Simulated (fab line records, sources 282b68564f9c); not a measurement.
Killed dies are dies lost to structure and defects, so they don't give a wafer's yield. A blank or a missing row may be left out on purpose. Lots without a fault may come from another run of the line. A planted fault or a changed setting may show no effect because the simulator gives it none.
Which tool did it? | flow rit_cmos | 14 lots, 42 wafers sampled, at 5 steps of a route of 202

WHAT THE GAUGES READ, wafer by wafer
RIT_FOX2_THK_MEAS_01. Usual: FOX2_OXIDE_THK 353 nm, standard deviation 5.2.
lot  | measured    | on            | FOX2_OXIDE_THK (nm) | flag
L139 | day 1 19:04 | film_metro-04 | 349 355 354         |
L140 | day 1 23:59 | film_metro-04 | 366 364 358         |
L141 | day 2 09:38 | film_metro-03 | 358 354 354         |
L143 | day 2 15:49 | film_metro-02 | 361 358 357         |
L144 | day 2 22:14 | film_metro-03 | 350 355 351         |
L145 | day 3 02:22 | film_metro-02 | 346 348 349         |
L147 | day 3 15:24 | film_metro-03 | 346 341 348         |
L149 | day 3 21:56 | film_metro-03 | 353 353 354         |
L150 | day 4 05:26 | film_metro-02 | 347 351 347         |
L153 | day 4 19:17 | film_metro-02 | 358 358 355         |
L156 | day 5 09:26 | film_metro-04 | 350 352 357         |
L159 | day 5 23:44 | film_metro-02 | 348 350 347         |
L161 | day 6 09:43 | film_metro-02 | 354 360 355         |
L162 | day 6 17:26 | film_metro-04 | 356 349 353         |

RIT_REOX_THK_MEAS_04. Usual: REOX_OXIDE_THK 25.4 nm, standard deviation 0.56.
lot  | measured    | on            | REOX_OXIDE_THK (nm) | flag
L139 | day 2 19:26 | film_metro-04 | 25.8 25.4 25.5      |
L140 | day 3 03:17 | film_metro-01 | 24.6 25.0 24.5      |
L141 | day 3 09:00 | film_metro-04 | 25.1 24.9 25.2      |
L143 | day 3 16:41 | film_metro-01 | 24.8 24.5 24.7      |
L144 | day 3 22:05 | film_metro-04 | 25.1 25.4 25.2      |
L145 | day 4 04:07 | film_metro-04 | 25.7 25.7 25.5      |
L147 | day 4 17:43 | film_metro-01 | 25.3 25.2 25.3      |
L149 | day 5 00:18 | film_metro-04 | 25.1 25.1 25.5      |
L150 | day 5 06:37 | film_metro-03 | 24.8 25.1 24.9      |
L153 | day 5 19:52 | film_metro-03 | 25.4 25.5 25.6      |
L156 | day 6 10:13 | film_metro-03 | 24.2 24.6 24.9      |
L159 | day 7 02:37 | film_metro-03 | 26.5 26.1 26.1      |
L161 | day 7 11:41 | film_metro-04 | 25.5 25.5 25.5      |
L162 | day 7 16:10 | film_metro-03 | 25.2 25.2 25.1      |

RIT_M1_CD_MEAS_09: target cd 2600 nm. Usual: cd_nm 2599.4 nm, standard deviation 2.2.
lot  | measured    | on        | cd_nm (nm)           | flag
L139 | day 3 09:31 | cd_sem-02 | 2603.2 2603.3 2604.8 |
L140 | day 3 18:23 | cd_sem-02 | 2601.2 2598.8 2600.0 |
L141 | day 3 22:31 | cd_sem-02 | 2596.9 2595.3 2600.5 |
L143 | day 4 06:28 | cd_sem-01 | 2600.7 2598.3 2600.2 |
L144 | day 4 11:53 | cd_sem-02 | 2598.4 2597.5 2601.3 |
L145 | day 4 18:23 | cd_sem-02 | 2598.4 2599.5 2596.7 |
L147 | day 5 07:36 | cd_sem-02 | 2601.3 2602.5 2601.2 |
L149 | day 5 14:45 | cd_sem-02 | 2595.9 2596.8 2597.2 |
L150 | day 5 20:49 | cd_sem-02 | 2597.5 2596.7 2597.9 |
L153 | day 6 09:28 | cd_sem-02 | 2592.2 2591.3 2590.9 | OFF
L156 | day 7 00:15 | cd_sem-01 | 2600.4 2600.7 2598.4 |
L159 | day 7 16:49 | cd_sem-02 | 2588.4 2591.3 2591.5 | OFF
L161 | day 8 01:47 | cd_sem-02 | 2599.7 2599.1 2597.7 |
L162 | day 8 06:12 | cd_sem-02 | 2602.4 2601.6 2600.3 |

WHICH TOOL RAN EACH LOT (tool, then ch and the chambers of the sampled wafers, then the start)
lot  | RIT_SILICIDE_SPUTTER_01     | RIT_M1_DEVELOP_08
L139 | pvd_sputter-04, day 3 05:09 | litho_track-04 ch 0, day 3 09:00
L140 | pvd_sputter-03, day 3 13:59 | litho_track-04 ch 0, day 3 18:00
L141 | pvd_sputter-04, day 3 18:17 | litho_track-04 ch 0, day 3 22:00
L143 | pvd_sputter-02, day 4 02:15 | litho_track-02 ch 0, day 4 06:00
L144 | pvd_sputter-03, day 4 07:31 | litho_track-03 ch 0, day 4 11:00
L145 | pvd_sputter-04, day 4 14:04 | litho_track-04 ch 0, day 4 18:00
L147 | pvd_sputter-02, day 5 03:15 | litho_track-04 ch 0, day 5 07:00
L149 | pvd_sputter-04, day 5 10:26 | litho_track-02 ch 0, day 5 14:00
L150 | pvd_sputter-03, day 5 16:24 | litho_track-03 ch 0, day 5 20:00
L153 | pvd_sputter-02, day 6 05:14 | litho_track-02 ch 0, day 6 09:00
L156 | pvd_sputter-04, day 6 19:56 | litho_track-04 ch 0, day 7 00:00
L159 | pvd_sputter-04, day 7 12:43 | litho_track-02 ch 0, day 7 16:00
L161 | pvd_sputter-02, day 7 21:34 | litho_track-04 ch 0, day 8 01:00
L162 | pvd_sputter-03, day 8 01:52 | litho_track-03 ch 0, day 8 06:00
- RIT_SILICIDE_SPUTTER_01: material Ti, target thk 30 nm, time 240 s.
- RIT_M1_DEVELOP_08: develop time 68 s.

WHAT THE TOOLS THEMSELVES READ (means of the sampled wafers that have a number; where no wafer has one, the mark that the record gives instead)
RIT_SILICIDE_SPUTTER_01. Usual: throttle_valve_pct 30.2 %, standard deviation 1.1.
lot  | tool           | throttle_valve_pct (%) | flag
L139 | pvd_sputter-04 | 29.9                   |
L140 | pvd_sputter-03 | 30.1                   |
L141 | pvd_sputter-04 | 29.6                   |
L143 | pvd_sputter-02 | 30.0                   |
L144 | pvd_sputter-03 | 30.0                   |
L145 | pvd_sputter-04 | 30.0                   |
L147 | pvd_sputter-02 | 30.8                   |
L149 | pvd_sputter-04 | 30.0                   |
L150 | pvd_sputter-03 | 30.1                   |
L153 | pvd_sputter-02 | 30.2                   |
L156 | pvd_sputter-04 | 30.6                   |
L159 | pvd_sputter-04 | 31.0                   |
L161 | pvd_sputter-02 | 30.5                   |
L162 | pvd_sputter-03 | 30.0                   |

THE ANSWER, worked out from the rows above alone
Rule: a lot is off if the mean of its wafers that have a number lies more than 3 standard deviations from the usual mean. A lot without any number at a reading at which 4 lots or more have one is off too. The other lots that the step has rows for count as sound. The gauges are gone through in route order, then the tools' own readings, and for those a lot's mean is taken as printed above. The first step at which some lot is off is used, and at that step the reading that is off furthest; a lot without a number counts as furthest.
Off: L153, L159, at RIT_M1_CD_MEAS_09 (cd_nm).
A tool fits if, at a process step before that reading, it ran every lot that is off, and no sound lot after the first of them. The gauges at RIT_M1_CD_MEAS_09 are tried like those tools. One fits: litho_track-02 at RIT_M1_DEVELOP_08. Its last sound lot is L149 (day 5 14:00), its first lot that is off L153 (day 6 09:00): a fault that began between those two fits.

WHAT THE SIMULATOR HAD PUT IN
Process parameter drift: litho_track-02, from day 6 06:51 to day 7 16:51, at RIT_M1_DEVELOP_08. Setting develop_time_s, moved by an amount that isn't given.
Lots struck among those shown: L153, L159. The rule above found the same.
